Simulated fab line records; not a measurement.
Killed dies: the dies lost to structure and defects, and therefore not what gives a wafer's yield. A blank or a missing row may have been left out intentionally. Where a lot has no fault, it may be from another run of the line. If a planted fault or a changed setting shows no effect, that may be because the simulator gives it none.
Which tool did it? / flow berkeley_cmos170 / 7 lots with 21 wafers sampled at 2 steps, on a route of 331 steps

## WHAT THE GAUGES SHOWED, per wafer
UCB170_SPACER_THK_MEAS_01.
lot=L816; measured=day 6 22:30; on=film_metro-04; SPACER_TEOS_THK (nm)=372 369 380
lot=L818; measured=day 7 18:02; on=film_metro-02; SPACER_TEOS_THK (nm)=372 384 379
lot=L820; measured=day 8 00:57; on=film_metro-02; SPACER_TEOS_THK (nm)=368 382 380
lot=L822; measured=day 8 14:35; on=film_metro-02; SPACER_TEOS_THK (nm)=376 381 373
lot=L829; measured=day 9 22:54; on=film_metro-02; SPACER_TEOS_THK (nm)=352 359 359
lot=L832; measured=day 11 00:34; on=film_metro-03; SPACER_TEOS_THK (nm)=375 379 378
lot=L835; measured=day 11 18:31; on=film_metro-02; SPACER_TEOS_THK (nm)=371 376 377

## TOOL THAT RAN EACH LOT (tool first, then ch and the chambers of the sampled wafers, then the start)
lot=L816; UCB170_SPACER_CVD_00=pecvd-04 ch 1,2, day 6 22:27
lot=L818; UCB170_SPACER_CVD_00=pecvd-02 ch 1,2, day 7 17:59
lot=L820; UCB170_SPACER_CVD_00=pecvd-02 ch 1,2, day 8 00:53
lot=L822; UCB170_SPACER_CVD_00=pecvd-04 ch 0,2, day 8 14:31
lot=L829; UCB170_SPACER_CVD_00=pecvd-03 ch 1,2, day 9 22:52
lot=L832; UCB170_SPACER_CVD_00=pecvd-02 ch 0,1,2, day 11 00:31
lot=L835; UCB170_SPACER_CVD_00=pecvd-02 ch 1,2, day 11 18:28
- UCB170_SPACER_CVD_00: deposits SiO2 from TEOS/O2, target thk 376 nm, time 47 s.

## THE ANSWER, worked out from the rows above alone
Rule: the lots themselves supply what counts as usual. The widest of any qualifying gaps counts: lots, ordered by their means at a reading, are off when they make up no more than a third of the lots, leave a main group of 4 or more, and stand apart from it by 3 or more times the standard deviation of that group's means. If all means in a main group match to the digits the tables above print for the reading, that group is not used. A lot without any number at a reading at which 4 lots or more have one is off too. Any other lot the step has rows for is counted as sound.
Off: L829, at UCB170_SPACER_THK_MEAS_01 (SPACER_TEOS_THK). Mean 376 nm and standard deviation 1.6 in the main group.
A tool fits if, at a process step before that reading, it ran every lot that is off, and no sound lot after the first of them. Those tools and the gauges at UCB170_SPACER_THK_MEAS_01 are tried in the same way. One fits: UCB170_SPACER_CVD_00 on pecvd-03. It ran no sound lot before its first lot that is off in this sample, so the start can't be narrowed down.

## WHAT WAS PUT IN BY THE SIMULATOR
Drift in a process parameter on pecvd-03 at UCB170_SPACER_CVD_00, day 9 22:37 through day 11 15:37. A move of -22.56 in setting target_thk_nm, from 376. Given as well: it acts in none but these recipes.
Lots struck among those shown: L829. Same finding as the rule above.
